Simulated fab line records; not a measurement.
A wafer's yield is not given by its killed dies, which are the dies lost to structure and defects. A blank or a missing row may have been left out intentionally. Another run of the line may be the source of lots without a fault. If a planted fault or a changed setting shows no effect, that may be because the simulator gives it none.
One fault through the eyes of 2 desks ; flow berkeley-cmos170 ; what lay behind the numbers comes last; until then each desk has only its own

## METROLOGY DESK
What the gauges read for every lot (on any tool): the sampled wafers with a number, averaged. The brackets show how far a lot's mean lies from the usual mean; more than 4 standard deviations puts the lot out of limits, marked OUT.
Columns: A = START_OXIDE_THK at UCB170_START_THK_MEAS_03, usual 19.8 nm; B = cd-nm at UCB170_ACTIVE_CD_MEAS_13, usual 1199.9 nm; C = PFIELD_OVL at UCB170_PFIELD_OVL_MEAS_06, usual 3 nm; D = CONTACT_OVL at UCB170_CONTACT_OVL_MEAS_16, usual -3 nm
lot;first seen here;A;B;C;D
L872;day 1 15:04;20.5;1201.5;-1;-13
L874;day 1 23:40;19.2;1199.0;-4;-6
L876;day 2 09:01;20.0;1200.0;3;6
L877;day 2 14:36;20.0;1202.1;2;2
L878;day 2 18:59;20.0;1199.6;-3;-6
L879;day 3 03:23;19.2;1199.6;8;-10
L880;day 3 06:13;19.9;1198.7;14;-4
L881;day 3 11:14;19.8;1199.4;2;-4
L885;day 4 05:41;19.6;1200.4;5;-1
L886;day 4 12:10;20.0;1202.3;2;4
L887;day 4 17:34;20.2;1197.8;-2;254 (+37) OUT
L888;day 4 22:46;20.0;1199.8;2;-1
L890;day 5 06:42;19.7;1202.1;1;257 (+38) OUT
L892;day 5 19:16;19.7;1199.9;2;250 (+37) OUT
L893;day 5 23:22;19.3;1199.8;8;-4
This desk reports L887, L890, L892 out of limits; the earliest was L887 at day 10 02:00 (CONTACT_OVL at UCB170_CONTACT_OVL_MEAS_16). L872, L874, L876, L877, L878, L879, L880, L881, L885, L886, L888, L893: within limits.

## THE TOOL OWNER'S DESK: krf-scanner-02
The tool's own readings at UCB170_CONTACT_EXPOSE_12 (exposes mask CONT, target cd 700 nm): means of the sampled wafers that have a number, for each lot that ran on this tool. The brackets show how far a lot's mean lies from the usual mean; more than 4 standard deviations puts the lot out of limits, marked OUT.
Columns: A = reticle-temp-C at UCB170_CONTACT_EXPOSE_12, usual 23.00 C
lot;first seen here;A
L872;day 6 19:13;23.16
L874;day 7 09:20;23.00
L877;day 7 15:17;22.97
L878;day 8 03:22;23.05
L879;day 8 13:32;23.05
L880;day 8 13:39;23.03
L881;day 8 17:11;22.99
L885;day 9 02:20;22.98
L887;day 10 01:17;23.04
L890;day 10 08:10;23.06
L892;day 11 08:50;23.00
This desk found nothing out of limits on any of the 11 lots.

## BROUGHT TOGETHER
The metrology desk could have raised an alarm at day 10 02:00, on L887, L890, L892.
The tool owner's desk saw nothing out of limits.
On record at the tool owner's desk: L887, L890, L892, within its limits.
The lots listed all ran UCB170_CONTACT_EXPOSE_12 on krf-scanner-02.

## WHAT THE SIMULATOR PUT IN
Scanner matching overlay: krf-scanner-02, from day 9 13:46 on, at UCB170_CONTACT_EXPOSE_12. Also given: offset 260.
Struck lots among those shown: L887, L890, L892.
Delay in hours, fault start to first out-of-limits reading, per desk: metrology desk 12.
